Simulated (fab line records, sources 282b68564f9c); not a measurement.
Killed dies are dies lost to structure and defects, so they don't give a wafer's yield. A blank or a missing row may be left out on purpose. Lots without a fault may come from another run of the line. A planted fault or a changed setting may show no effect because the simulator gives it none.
fab line records | flow rit_cmos
record lots=14 wafers=42 last_day=7
route steps=202 shown GATE@93 SPACER@130 SILICIDE@165 M1@198
lots that met no fault: from a run of the same line without faults
start_h: hours from the record's first day to the start of the lot's first wafer shown | wait_h: hours since the lot's step before | " the same as in the row above | L1.1+2: a row that stands for several wafers | - no value, or no start given | * or withheld: withheld | < > ~ a bound
route shown NAME@n: a module of which the file shows steps, and the number in the route of the first | usual: mean/standard deviation of fault-free wafers | same: alike in all rows | chamber/n: place in a boat | sites: the reading at each site | _std_site: their standard deviation | _edge_site: outer sites' mean less inner sites' | radius_mm: how far each site lies from the wafer's centre | mask NAME#n: copy n | behind: the tool/chamber that last shaped the wafer | hold: why the lot was held/for how many hours/how that ended | device: the transistor (n, p or np) that didn't switch | end of line: the same wafers' tests at the end of the route | a step without rows: its recipe alone | killed: dies lost to structure and defects at the first sort, not the wafer's yield | map: a wafer's dies, x killed, . not, _ none there
set.NAME: the setting as run; set.NAME@STEP: as run at that earlier step | model.NAME: the simulator's own value behind a step, which no gauge read
steps of the route over a sample of lots; a table a step, a row a wafer
services: from which hour (start_h, from the record's first day; less than 0 if before it) a tool's chamber was out of use, for how many hours, and why
## steps
# step RIT_GATE_OVL_MEAS_17
# usual GATE_OVL=-0.7/1.6
# columns lot.wafer tool chamber start_h wait_h GATE_OVL[nm]
L132.1 overlay-01 - 41.60 0.1 -2.6
L132.4 " - " " -0.6
L132.5 " - " " -1.6
L133.1 overlay-02 - 42.09 0.1 -0.9
L133.3 " - " " -1.7
L133.6 " - " " -0.6
L134.1 overlay-02 - 49.86 0.1 0.5
L134.2 " - " " 1.6
L134.4 " - " " 0.1
L135.2 overlay-02 - 53.61 0.1 2.5
L135.3 " - " " 2.8
L135.5 " - " " 3.0
L136.1 overlay-02 - 58.39 0.1 -1.0
L136.5 " - " " -1.9
L136.6 " - " " -1.4
L137.1 overlay-02 - 63.90 0.1 0.7
L137.4 " - " " 1.0
L137.5 " - " " 2.3
L139.1 overlay-02 - 77.35 0.1 -0.4
L139.5 " - " " 1.2
L139.6 " - " " -1.4
L146.1 overlay-02 - 112.79 0.1 -3.0
L146.5 " - " " -1.5
L146.6 " - " " -1.0
L147.1 overlay-02 - 113.52 0.1 -2.0
L147.4 " - " " -1.3
L147.5 " - " " -0.2
L149.3 overlay-02 - 128.05 0.1 -2.6
L149.5 " - " " -1.6
L149.6 " - " " -0.5
L151.3 overlay-01 - 133.36 0.1 1.2
L151.4 " - " " 0.4
L151.6 " - " " 2.1
L152.1 overlay-02 - 140.33 0.1 -3.3
L152.4 " - " " -3.0
L152.6 " - " " -2.1
L153.2 overlay-02 - 146.37 0.1 -1.1
L153.5 " - " " -1.4
L153.6 " - " " -0.4
L155.4 overlay-01 - 153.72 0.1 0.0
L155.5 " - " " 0.3
L155.6 " - " " 0.8
# step RIT_SPACER_ETCHBACK_05
# recipe target_depth_a=2500 SF6_flow_sccm=30 CHF3_flow_sccm=30 target=Si3N4 chemistry=SF6/CHF3 pressure_mtorr=40 rf_w=250 time_s=240 stop_on=SiO2
# usual drypump_motor_current_A=5.7/0.4 oes_product_au=0.847/0.017 throttle_valve_pct=10.20/0.12
# columns lot.wafer tool chamber start_h wait_h drypump_motor_current_A oes_product_au rf_hours_counter_h throttle_valve_pct
L132.1 rie_diel-03 1 50.95 0.1 5.2 0.843 157 10.07
L132.4 " 2 " " 5.6 0.841 2 10.21
L132.5 " 2 " " 5.6 0.848 - 10.20
L133.1 rie_diel-02 1 53.32 0.1 5.3 0.843 14 10.22
L133.3 " 2 " " 5.5 0.860 143 10.08
L133.6 " 2 " " 5.4 0.857 - 10.08
L134.1 rie_diel-02 2 59.06 0.1 5.5 0.876 143 10.08
L134.2 " 3 " " 6.3 0.840 144 10.36
L134.4 " 1 " " 5.3 0.868 14 10.23
L135.2 rie_diel-02 0 62.57 0.0 5.8 0.715 135 10.31
L135.3 " 1 " " 5.3 0.865 14 10.22
L135.5 " 2 " " 5.4 0.872 - 10.07
L136.1 rie_diel-03 0 68.55 0.1 6.0 0.852 16 10.24
L136.5 " 3 " " 6.0 0.877 - 10.04
L136.6 " 2 " " 5.6 0.861 - 10.21
L137.1 rie_diel-03 1 75.18 0.1 5.2 0.840 158 10.08
L137.4 " 2 " " 5.7 0.840 3 10.21
L137.5 " 2 " " 5.7 0.841 - 10.19
L139.1 rie_diel-02 0 86.24 0.1 5.8 0.719 135 10.32
L139.5 " 2 " " 5.5 0.874 - 10.08
L139.6 " 3 " " 6.3 0.832 - 10.36
L147.1 rie_diel-03 0 122.95 0.1 6.0 0.856 17 10.24
L147.4 " 1 " " 5.2 0.840 0 10.08
L147.5 " 1 " " 5.3 0.843 - 10.08
L146.1 rie_diel-04 0 123.52 0.1 5.3 0.815 113 10.22
L146.5 " 0 " " 5.3 0.809 - 10.22
L146.6 " 3 " " 6.5 0.834 - 10.28
L149.3 rie_diel-03 2 137.10 0.0 5.7 0.848 4 10.22
L149.5 " 2 " " 5.7 0.855 - 10.20
L149.6 " 3 " " 6.0 0.863 - 10.03
L151.3 rie_diel-03 1 143.08 0.0 5.2 0.831 0 10.07
L151.4 " 2 " " 5.6 0.844 4 10.21
L151.6 " 0 " " 6.0 0.846 - 10.24
L152.1 rie_diel-02 1 151.31 0.1 5.3 0.873 16 10.22
L152.4 " 0 " " 5.8 0.830 137 10.35
L152.6 " 0 " " 5.8 0.836 - 10.36
L153.2 rie_diel-04 3 156.75 0.0 6.5 0.845 7 10.28
L153.5 " 3 " " 6.4 0.852 - 10.29
L153.6 " 2 " " 6.4 0.846 - 10.38
L155.4 rie_diel-02 3 164.07 0.0 6.4 0.827 147 10.36
L155.5 " 3 " " 6.4 0.823 - 10.36
L155.6 " 2 " " 5.4 0.864 - 10.07
# step RIT_SILICIDE_RTA_04
# recipe temp_c=650 time_s=10 idle_temp_c=25 ramp_up_s=5 ramp_down_s=5 cool_to_c=25 ambient=N2
# usual wafer_temp_C_max=652.6/0.84
# columns lot.wafer tool chamber start_h wait_h wafer_temp_C_max
L132.1 rtp_anneal-02 0 55.26 0.1 653.0
L132.4 " 0 " " 653.4
L132.5 " 0 " " 652.4
L133.1 rtp_anneal-01 0 57.70 0.1 651.5
L133.3 " 0 " " 652.2
L133.6 " 0 " " 652.9
L134.1 rtp_anneal-02 0 63.64 0.1 653.7
L134.2 " 0 " " 654.0
L134.4 " 0 " " 653.5
L135.3 rtp_anneal-01 0 67.00 0.1 652.0
L135.5 " 0 " " 652.0
L136.1 rtp_anneal-02 0 72.91 0.1 652.8
L136.5 " 0 " " 655.1
L136.6 " 0 " " 653.5
L137.1 rtp_anneal-01 0 79.56 0.1 652.3
L137.4 " 0 " " 652.1
L137.5 " 0 " " 651.7
L139.5 rtp_anneal-01 0 90.78 0.1 651.9
L139.6 " 0 " " 652.0
L147.1 rtp_anneal-01 0 127.30 0.1 651.5
L147.4 " 0 " " 652.4
L147.5 " 0 " " 651.5
L146.1 rtp_anneal-01 0 127.91 0.1 651.6
L146.5 " 0 " " 652.0
L146.6 " 0 " " 651.8
L149.3 rtp_anneal-01 0 141.47 0.1 651.6
L149.5 " 0 " " 651.9
L149.6 " 0 " " 651.7
L151.3 rtp_anneal-01 0 147.61 0.1 651.5
L151.4 " 0 " " 651.7
L151.6 " 0 " " 651.3
L152.1 rtp_anneal-02 0 155.55 0.1 654.1
L152.4 " 0 " " 653.1
L152.6 " 0 " " 652.3
L153.2 rtp_anneal-01 0 161.40 0.1 652.8
L153.5 " 0 " " 652.6
L153.6 " 0 " " 653.5
L155.4 rtp_anneal-01 0 168.57 0.1 652.4
L155.5 " 0 " " 652.3
L155.6 " 0 " " 652.1
# step RIT_M1_STRIP_14
# recipe chemistry=O2 time_s=180 platen_temp_c=withheld power_w=500 pressure_mtorr=4000 o2_flow_sccm=4000
# usual drypump_motor_current_A=5.6/0.36 o2_flow_sccm=4000/10
# columns lot.wafer tool chamber start_h wait_h drypump_motor_current_A o2_flow_sccm rf_hours_counter_h
L132.1 plasma_asher-01 0 60.08 0.0 5.4 3999 42
L132.4 " 0 " " 5.4 4002 -
L132.5 " 1 " " 5.4 3999 -
L133.1 plasma_asher-03 1 62.40 0.0 5.3 4001 43
L133.3 " 0 " " 5.6 3987 -
L133.6 " 0 " " 5.5 3998 -
L134.1 plasma_asher-01 1 68.60 0.0 5.5 3994 43
L134.2 " 0 " " 5.4 3999 43
L134.4 " 1 " " 5.5 3981 -
L135.3 plasma_asher-03 1 71.74 0.1 5.3 4004 -
L135.5 " 0 " " 5.5 3996 -
L136.1 plasma_asher-01 0 77.41 0.0 5.4 4017 43
L136.5 " 0 " " 5.4 3996 -
L136.6 " 1 " " 5.5 3988 -
L137.1 plasma_asher-03 1 84.27 0.0 5.3 3999 45
L137.4 " 0 " " 5.5 4008 -
L137.5 " 1 " " 5.4 3990 -
L139.5 plasma_asher-03 0 95.48 0.1 5.5 4004 -
L139.6 " 1 " " 5.3 3991 -
L147.1 plasma_asher-03 1 131.95 0.0 5.3 4003 50
L147.4 " 0 " " 5.5 3998 -
L147.5 " 1 " " 5.3 4009 -
L146.1 plasma_asher-01 0 132.44 0.0 5.4 4010 2
L146.5 " 0 " " 5.4 4003 -
L146.6 " 1 " " 5.5 3994 -
L149.3 plasma_asher-01 0 146.02 0.1 5.4 3989 -
L149.5 " 1 " " 5.5 3986 -
L149.6 " 0 " " 5.4 4005 -
L151.3 plasma_asher-02 1 152.16 0.1 5.4 3989 -
L151.4 " 0 " " 6.4 4013 -
L151.6 " 0 " " 6.4 4007 -
L152.1 plasma_asher-02 0 160.08 0.0 6.4 3999 51
L152.4 " 1 " " 5.4 3977 -
L152.6 " 1 " " 5.4 3990 -
L153.2 plasma_asher-02 0 166.29 0.0 6.4 4008 52
L153.5 " 1 " " 5.4 3992 -
L153.6 " 0 " " 6.4 4003 -
L155.4 plasma_asher-01 1 173.22 0.1 5.5 3993 -
L155.5 " 1 " " 5.5 3995 -
L155.6 " 0 " " 5.4 3995 -
# step RIT_M1_PROBE_99
# usual killed_at_contacts=0.1/0.34 killed_at_front_end=6.6/2.7 killed_dies=6.7/2.7 killed_on_rim=1.8/1.3 killed_open=3.5/1.9 killed_short=3.1/1.8
# same gross_dies=264 killed_at_M0_to_M3=0 killed_at_M4_up=0 killed_at_back_side=0 killed_at_other=0
# columns lot.wafer tool chamber start_h wait_h hold killed_at_contacts killed_at_front_end killed_dies killed_on_rim killed_open killed_short
L132.1 prober-01 - 61.99 0.1 - 0 6 6 1 3 3
L132.4 prober-01 - 62.14 0.2 - 0 3 3 1 2 1
L132.5 prober-01 - 62.19 0.2 - 0 7 7 0 3 4
L133.1 prober-02 - 64.32 0.1 - 0 4 4 1 1 3
L133.3 prober-02 - 64.42 0.2 - 0 5 5 2 3 2
L133.6 prober-02 - 64.57 0.2 - 0 13 13 2 8 5
L134.1 prober-01 - 70.52 0.1 - 0 7 7 2 4 3
L134.2 prober-01 - 70.57 0.1 - 0 9 9 4 3 6
L134.4 prober-01 - 70.67 0.2 - 0 7 7 2 5 2
L135.2 prober-02 - 73.65 0.1 await_dispo/3.7h/release 0 264 264 70 3 2
L135.3 prober-02 - 73.70 0.2 await_dispo/3.7h/release 0 6 6 2 4 2
L135.5 prober-02 - 73.80 0.2 await_dispo/3.7h/release 0 6 6 2 4 2
L136.1 prober-01 - 79.32 0.1 - 0 10 10 2 5 5
L136.5 prober-01 - 79.52 0.2 - 0 7 7 0 3 4
L136.6 prober-01 - 79.57 0.2 - 0 10 10 2 3 7
L137.1 prober-02 - 86.18 0.1 - 0 5 5 1 3 2
L137.4 prober-02 - 86.33 0.2 - 0 8 8 1 4 4
L137.5 prober-02 - 86.38 0.2 - 0 8 8 3 5 3
L139.1 prober-02 - 97.29 0.1 await_dispo/1.4h/release 0 264 264 70 5 5
L139.5 prober-02 - 97.49 0.2 await_dispo/1.4h/release 0 8 8 2 6 2
L139.6 prober-02 - 97.54 0.2 await_dispo/1.4h/release 0 2 2 0 1 1
L146.1 prober-02 - 135.74 0.1 - 0 5 5 3 5 0
L146.5 prober-02 - 135.94 0.2 - 0 6 6 0 5 1
L146.6 prober-02 - 135.99 0.2 - 0 5 5 3 1 4
L147.1 prober-01 - 135.74 0.1 - 0 12 12 2 4 8
L147.4 prober-01 - 135.89 0.2 - 0 10 10 2 4 6
L147.5 prober-01 - 135.94 0.2 - 0 2 2 1 2 0
L149.3 prober-02 - 147.97 0.2 - 2 9 11 2 4 7
L149.5 prober-02 - 148.07 0.2 - 0 7 7 0 4 3
L149.6 prober-02 - 148.12 0.2 - 0 8 8 4 2 6
L151.3 prober-02 - 154.12 0.2 - 1 7 8 2 6 2
L151.4 prober-02 - 154.17 0.2 - 0 7 7 3 5 2
L151.6 prober-02 - 154.27 0.2 - 2 8 10 3 6 4
L152.1 prober-01 - 161.99 0.1 - 0 4 4 2 3 1
L152.4 prober-01 - 162.14 0.2 - 1 6 7 2 5 2
L152.6 prober-01 - 162.24 0.2 - 0 4 4 1 2 2
L153.2 prober-02 - 168.25 0.1 - 0 11 11 2 4 7
L153.5 prober-02 - 168.40 0.2 - 0 4 4 1 1 3
L153.6 prober-02 - 168.45 0.2 - 0 6 6 2 2 4
L155.4 prober-02 - 175.22 0.2 - 0 4 4 2 3 1
L155.5 prober-02 - 175.27 0.2 - 0 0 0 0 0 0
L155.6 prober-02 - 175.32 0.2 - 0 10 10 5 5 5
# killed by level:class
L132.1 GATE:geometric_particle:short=2 SPACER:geometric_particle:open=2 GATE:geometric_particle:open=1 SILICIDE:geometric_particle:short=1
L132.4 FOX2:geometric_particle:short=1 GATE:geometric_particle:open=1 SPACER:geometric_particle:open=1
L132.5 SPACER:geometric_particle:short=2 SILICIDE:geometric_particle:open=2 FOX2:geometric_particle:short=1 GATE:geometric_particle:short=1 SPACER:geometric_particle:open=1
L133.1 SPACER:geometric_particle:short=2 FOX2:geometric_particle:short=1 REOX:geometric_particle:open=1
L133.3 GATE:geometric_particle:short=2 FOX2:geometric_particle:open=1 GATE:geometric_particle:open=1 REOX:geometric_particle:open=1
L133.6 REOX:geometric_particle:open=4 GATE:geometric_particle:short=3 FOX2:geometric_particle:open=2 FOX2:geometric_particle:short=1 GATE:geometric_particle:open=1 REOX:geometric_particle:short=1 SPACER:geometric_particle:open=1
L134.1 GATE:geometric_particle:short=2 REOX:geometric_particle:open=2 FOX2:geometric_particle:open=1 SPACER:geometric_particle:short=1 SILICIDE:geometric_particle:open=1
L134.2 SILICIDE:geometric_particle:short=3 FOX1:geometric_particle:short=2 REOX:geometric_particle:open=2 FOX2:geometric_particle:open=1 SPACER:geometric_particle:short=1
L134.4 REOX:geometric_particle:open=3 FOX1:geometric_particle:short=1 GATE:geometric_particle:open=1 SILICIDE:geometric_particle:short=1 SILICIDE:geometric_particle:open=1
L135.2 SPACER:area_etchback=259 GATE:geometric_particle:open=2 FOX1:geometric_particle:open=1 GATE:geometric_particle:short=1 SILICIDE:geometric_particle:short=1
L135.3 GATE:geometric_particle:open=2 FOX1:geometric_particle:open=1 FOX1:geometric_particle:short=1 SILICIDE:geometric_particle:short=1 SILICIDE:geometric_particle:open=1
L135.5 GATE:geometric_particle:short=2 SILICIDE:geometric_particle:open=2 GATE:geometric_particle:open=1 REOX:geometric_particle:open=1
L136.1 GATE:geometric_particle:open=4 GATE:geometric_particle:short=3 SPACER:geometric_particle:short=2 FOX1:geometric_particle:open=1
L136.5 GATE:geometric_particle:open=2 GATE:geometric_particle:short=2 SILICIDE:geometric_particle:short=2 FOX1:geometric_particle:open=1
L136.6 GATE:geometric_particle:short=5 FOX1:geometric_particle:open=1 FOX1:geometric_particle:short=1 GATE:geometric_particle:open=1 SPACER:geometric_particle:short=1 SPACER:geometric_particle:open=1
L137.1 GATE:geometric_particle:open=2 FOX1:geometric_particle:short=1 GATE:geometric_particle:short=1 REOX:geometric_particle:open=1
L137.4 GATE:geometric_particle:short=3 GATE:geometric_particle:open=2 FOX1:geometric_particle:open=1 SPACER:geometric_particle:open=1 SPACER:geometric_particle:short=1
L137.5 GATE:geometric_particle:open=2 SILICIDE:geometric_particle:open=2 GATE:geometric_particle:short=1 REOX:geometric_particle:open=1 SPACER:geometric_particle:short=1 SILICIDE:geometric_particle:short=1
L139.1 SPACER:area_etchback=254 FOX1:geometric_particle:short=4 FOX1:geometric_particle:open=3 GATE:geometric_particle:open=2 GATE:geometric_particle:short=1
L139.5 GATE:geometric_particle:open=3 FOX1:geometric_particle:open=2 FOX1:geometric_particle:short=1 FOX2:geometric_particle:short=1 SPACER:geometric_particle:open=1
L139.6 GATE:geometric_particle:open=1 SILICIDE:geometric_particle:short=1
L146.1 GATE:geometric_particle:open=3 FOX1:geometric_particle:open=1 SILICIDE:geometric_particle:open=1
L147.1 GATE:geometric_particle:short=3 GATE:geometric_particle:open=3 FOX1:geometric_particle:short=2 REOX:geometric_particle:short=2 SPACER:geometric_particle:open=1 SPACER:geometric_particle:short=1
L147.4 GATE:geometric_particle:open=3 GATE:geometric_particle:short=3 REOX:geometric_particle:short=2 FOX1:geometric_particle:short=1 FOX1:geometric_particle:open=1
L146.5 REOX:geometric_particle:open=3 SPACER:geometric_particle:open=1 SILICIDE:geometric_particle:short=1 SILICIDE:geometric_particle:open=1
L147.5 FOX1:geometric_particle:open=1 GATE:geometric_particle:open=1
L146.6 GATE:geometric_particle:short=2 FOX1:geometric_particle:short=1 GATE:geometric_particle:open=1 REOX:geometric_particle:short=1
L149.3 GATE:geometric_particle:open=2 GATE:geometric_particle:short=2 CONTACT:geometric_particle:short=2 FOX1:geometric_particle:open=1 FOX1:geometric_particle:short=1 FOX2:geometric_particle:open=1 REOX:geometric_particle:short=1 SPACER:geometric_particle:short=1
L149.5 GATE:geometric_particle:open=3 FOX2:geometric_particle:short=1 GATE:geometric_particle:short=1 REOX:geometric_particle:short=1 SILICIDE:geometric_particle:open=1
L149.6 GATE:geometric_particle:short=3 GATE:geometric_particle:open=2 REOX:geometric_particle:short=2 FOX2:geometric_particle:short=1
L151.3 GATE:geometric_particle:open=2 FOX2:geometric_particle:short=1 REOX:geometric_particle:open=1 SPACER:geometric_particle:open=1 SPACER:geometric_particle:short=1 SILICIDE:geometric_particle:open=1 CONTACT:geometric_particle:open=1
L151.4 FOX1:geometric_particle:open=2 FOX1:geometric_particle:short=2 SPACER:geometric_particle:open=2 GATE:geometric_particle:open=1
L151.6 GATE:geometric_particle:open=3 GATE:geometric_particle:short=3 FOX1:geometric_particle:open=1 SILICIDE:geometric_particle:open=1 CONTACT:geometric_particle:open=1 CONTACT:geometric_particle:short=1
L152.1 SILICIDE:geometric_particle:open=2 GATE:geometric_particle:short=1 GATE:geometric_particle:open=1
L152.4 GATE:geometric_particle:open=2 REOX:geometric_particle:open=2 GATE:geometric_particle:short=1 SILICIDE:geometric_particle:short=1 CONTACT:geometric_particle:open=1
L152.6 GATE:geometric_particle:open=1 REOX:geometric_particle:short=1 SPACER:geometric_particle:open=1 SILICIDE:geometric_particle:short=1
L153.2 GATE:geometric_particle:short=2 GATE:geometric_particle:open=2 SPACER:geometric_particle:open=2 FOX1:geometric_particle:short=1 FOX2:geometric_particle:short=1 REOX:geometric_particle:short=1 SPACER:geometric_particle:short=1 SILICIDE:geometric_particle:short=1
L153.5 GATE:geometric_particle:short=2 FOX2:geometric_particle:short=1 GATE:geometric_particle:open=1
L153.6 GATE:geometric_particle:short=3 FOX2:geometric_particle:open=2 REOX:geometric_particle:short=1
L155.4 GATE:geometric_particle:open=2 FOX2:geometric_particle:open=1 GATE:geometric_particle:short=1
L155.6 GATE:geometric_particle:short=4 GATE:geometric_particle:open=3 FOX1:geometric_particle:open=1 SPACER:geometric_particle:short=1 SILICIDE:geometric_particle:open=1
## services
# columns tool chamber start_h hours kind
rie_diel-02 1 35.49 3.8 repair
rtp_anneal-01 - 36.98 7.1 pm
rtp_anneal-02 - 45.27 5.8 pm
rie_diel-02 2 63.37 2.7 repair
rie_diel-03 0 71.75 2.1 repair
rie_diel-03 - 82.90 2.8 pm
rie_diel-04 2 85.69 40.9 repair
rie_diel-04 1 93.01 11.3 repair
rie_diel-03 1 103.93 - clean
rie_diel-03 1 103.93 17.7 scheduled_down
rie_diel-03 1 103.93 17.7 vent_cycle
plasma_asher-01 - 105.73 1.2 repair
plasma_asher-01 - 108.75 9.0 pm
plasma_asher-01 0 108.75 9.0 vent_cycle
plasma_asher-01 1 108.75 9.0 vent_cycle
plasma_asher-01 0 117.75 - clean
plasma_asher-01 1 117.75 - clean
rie_diel-04 2 138.04 3.8 repair
rie_diel-03 1 138.49 2.7 repair
rie_diel-02 3 171.07 - clean
## key
first_sign step=RIT_SPACER_ETCHBACK_05 reading=oes_product_au direction=down sigmas=7.8 usual=0.847 struck=0.717
effect step=RIT_M1_PROBE_99 reading=killed_at_front_end direction=up sigmas=95 usual=6.6 struck=264
more_kills_born_at RIT_SPACER_ETCHBACK_05@rie_diel-02=513
met_at RIT_SPACER_ETCHBACK_05
struck_lots L135,L139
struck_wafers L135.2,L139.1
later_rows_left_out L135.2,L139.1
tester_left_out L135,L139
not_acting_at RIT_GATE_OVL_MEAS_17,RIT_SILICIDE_RTA_04,RIT_M1_STRIP_14
fault kind=process_parameter_drift tool=rie_diel-02 chamber=0 onset_h=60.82 steps=RIT_SPACER_ETCHBACK_05 channel=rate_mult offset=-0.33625 shape=step end_h=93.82
# tester_left_out: of these lots the tester's yield and bins aren't shown, on N5 and GAA mostly nor the transistor test; their killed dies are dies lost to structure and defects alone, not to doping, threshold or leakage, so they don't give the yield
# later_rows_left_out: the simulator's readings of these wafers behind a module that went badly wrong aren't trusted and aren't shown, but for the sort
